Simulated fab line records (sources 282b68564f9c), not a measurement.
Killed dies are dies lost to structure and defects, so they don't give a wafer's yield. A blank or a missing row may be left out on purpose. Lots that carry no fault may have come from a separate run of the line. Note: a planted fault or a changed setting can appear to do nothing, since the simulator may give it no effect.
Comparing a struck lot with a sound one + flow rit-cmos + 15 steps out of a route of 202
Sound: these wafers, L255.1, L255.2, L255.5. Struck: wafers L253.3, L253.5, L253.6. At the end, the cause is stated.
Per side, at each step with rows, come the tool, then ch with its chambers, and then its first start. Under that, the readings that differ: sound wafers + struck wafers + difference of the means + sigmas: that difference in standard deviations of wafers without a fault.
alike: words and numbers the same on both sides, and readings whose means are apart by under 2 such deviations; not compared: readings that were withheld, readings missing a value for some wafer, numbers with overlapping values and no deviation given by the record, and bounds like >300 which may hide the same value.
The two part at a step that has a row with sigmas, a row that says differs or no value, or rows on one side only. Numbers that don't overlap but have no deviation are shown without sigmas and don't part them. A reading missing from all wafers of one side parts the sides only when that side holds two or more wafers.

RIT_ACTIVE_THK_MEAS_04:
  struck on film-metro-03, day 4 14:03; sound on film-metro-03, day 4 23:44
  alike: ACTIVE_NITRIDE_THK
then, 6 steps without rows for these wafers: RIT_ACTIVE_HMDS_05 (prime time 60 s); RIT_ACTIVE_COAT_06 (resist thk 1007 nm); RIT_ACTIVE_SOFTBAKE_07 (time 60 s); RIT_ACTIVE_EXPOSE_08 (exposes mask M1, target cd 1400 nm); RIT_ACTIVE_PEB_09; RIT_ACTIVE_DEVELOP_10 (develop time 50 s).
RIT_ACTIVE_CD_MEAS_11: target cd 1400 nm.
  struck on cd-sem-01, day 4 15:07; sound on cd-sem-01, day 5 00:38
| reading    | sound                | struck               | difference | sigmas |
|------------|----------------------|----------------------|------------|--------|
| cd-nm (nm) | 1395.7 1395.6 1395.1 | 1400.5 1399.7 1400.7 | +4.8       | +2     |
then, 1 step without rows for these wafers: RIT_ACTIVE_HARDBAKE_12 (time 60 s).
RIT_ACTIVE_ETCH_13: etches Si3N4 in SF6, stops on SiO2, time 210 s, target depth 210 nm.
  sound on rie-diel-01 ch 0,1, day 5 00:55; struck on rie-diel-03 ch 0,2, day 4 15:31
  alike: drypump-motor-current-A, oes-product-au, throttle-valve-pct
  not compared: rf-hours-counter-h
RIT_ACTIVE_STRIP_14: strips in O2, time 180 s.
  sound on plasma-asher-03 ch 0,1, day 5 01:02; struck on plasma-asher-01 ch 0,1, day 4 15:42
  alike: drypump-motor-current-A
  not compared: rf-hours-counter-h
RIT_ACTIVE_CD_MEAS_90: target cd 1400 nm.
  struck on cd-sem-01, day 4 15:52; sound on cd-sem-02, day 5 01:13
  alike: cd-nm
RIT_ACTIVE_CLEAN_15: cleans in SC1, time 600 s.
  sound on wet-bench-03 ch 1, day 5 01:20; struck on wet-bench-02 ch 3, day 4 15:56
  no value came back on the struck wafers for bath-guard-temp-C (C), bath-heat-duty-pct (%); on the sound wafers bath-guard-temp-C (C) reads 74.0 74.7 74.5
then, 1 step without rows for these wafers: RIT_ACTIVE_CLEAN_16 (cleans in dHF, time 30 s).
-- the record jumps here: 2 days lie between the struck wafers' starts before and after (it left off in module ACTIVE and takes up again in module M1, whose first step shown is number 202 of the route) --
RIT_M1_PROBE_99:
  struck on prober-02, day 6 19:27; sound on prober-01, day 7 05:41
  alike: killed-at-contacts, killed-at-front-end, killed-dies, killed-open, killed-short

## WHERE THEY PART
Last at RIT_ACTIVE_CLEAN_15 as far as this record goes, first at RIT_ACTIVE_CD_MEAS_11. Later steps at which nothing parts them and some readings are alike: RIT_M1_PROBE_99.

WHY: what had been put in by the simulator
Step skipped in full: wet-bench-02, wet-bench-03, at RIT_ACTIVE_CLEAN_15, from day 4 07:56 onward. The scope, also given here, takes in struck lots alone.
